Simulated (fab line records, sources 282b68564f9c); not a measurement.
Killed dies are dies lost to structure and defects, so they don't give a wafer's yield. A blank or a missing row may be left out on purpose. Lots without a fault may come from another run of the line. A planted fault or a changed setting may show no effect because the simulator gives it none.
Problem report in the 8D (eight disciplines) form, filled by code | flow rit_cmos | the parts of the form that need people (team, actions taken, sign-off) are left out

1. THE PROBLEM
NRETRO_OVL at RIT_NRETRO_OVL_MEAS_06 reads a mean of -303.0 nm on 6 wafers of 2 lots; wafers without a fault read -0.6 nm with a standard deviation of 1.5. That is -99 or more standard deviations from the usual mean.
First seen on wafer L962.2, day 4 17:55, on overlay-02. The record holds 42 wafers of 14 lots with a number at this step. Rule for "out", or "out of limits": more than 4 standard deviations from the usual mean. The other wafers with a number count as sound.

2. WHAT IT IS AND WHAT IT IS NOT
question                    | is                     | is not
which readings at this step | NRETRO_OVL             | -
which lots                  | L962, L966             | L950, L951, L952, L954, L955, L956, L957, L958, L959, L963, L967, L970
which wafers of those lots  | all that have a number | -
read on which gauges        | overlay-02             | overlay-01
when                        | from day 4 17:55       | up to then (27 sound wafers); but 9 sound wafers of L963, L967, L970 came after

3. SUSPECTS, AND WHAT RULES EACH OUT
Counting: a tool at a process step up to the reading stays a suspect if it ran every lot that is out and no sound lot after the first of them.
- the gauge at RIT_NRETRO_OVL_MEAS_06: kept. All the wafers that are out were read on overlay-02, and no step on other tools shows them out.
- iline_stepper-01 at RIT_NRETRO_EXPOSE_03 (exposes mask M4, target cd 43900 nm): kept. It ran every lot that is out, first L962 (day 4 17:29), and no sound lot after that; its last sound lot up to then is L957 (day 3 16:40).
Left after counting: iline_stepper-01 at RIT_NRETRO_EXPOSE_03, overlay-02 at RIT_NRETRO_OVL_MEAS_06.

4. THE CAUSE (what the simulator had put in)
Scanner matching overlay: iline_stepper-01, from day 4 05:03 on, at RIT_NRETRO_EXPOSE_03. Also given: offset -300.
Counting left 2 suspects, and this tool is among them.

5. THE CHAIN OF EFFECTS, in route order
Each row: a reading whose mean over the struck wafers that have a number lies more than 3 standard deviations from the usual. Only readings for which the record gives a usual standard deviation are gone through. hours: the time from each lot's start at the first step in this table that gives one to its start at this step, as a median over the lots. sigmas: the change in usual standard deviations.
hours | step                   | reading    | usual   | on struck wafers | change | sigmas
0     | RIT_NRETRO_OVL_MEAS_06 | NRETRO_OVL | -0.6 nm | -303.0           | -302.4 | -99 or more

6. WHAT WOULD HAVE CAUGHT IT SOONER
In this record the first reading out of limits at a measuring or inspecting step was taken at day 4 17:55, 13 hours after the fault began at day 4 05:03.
Of the tool readings at RIT_NRETRO_EXPOSE_03 for which the record gives a usual standard deviation, none was out on any struck wafer, so an alarm limit of 4 standard deviations on them would not have fired.
Of the lots that are out (2), L966 began RIT_NRETRO_EXPOSE_03 on iline_stepper-01 after day 4 17:55. A hold on the tool at that time would have spared it.
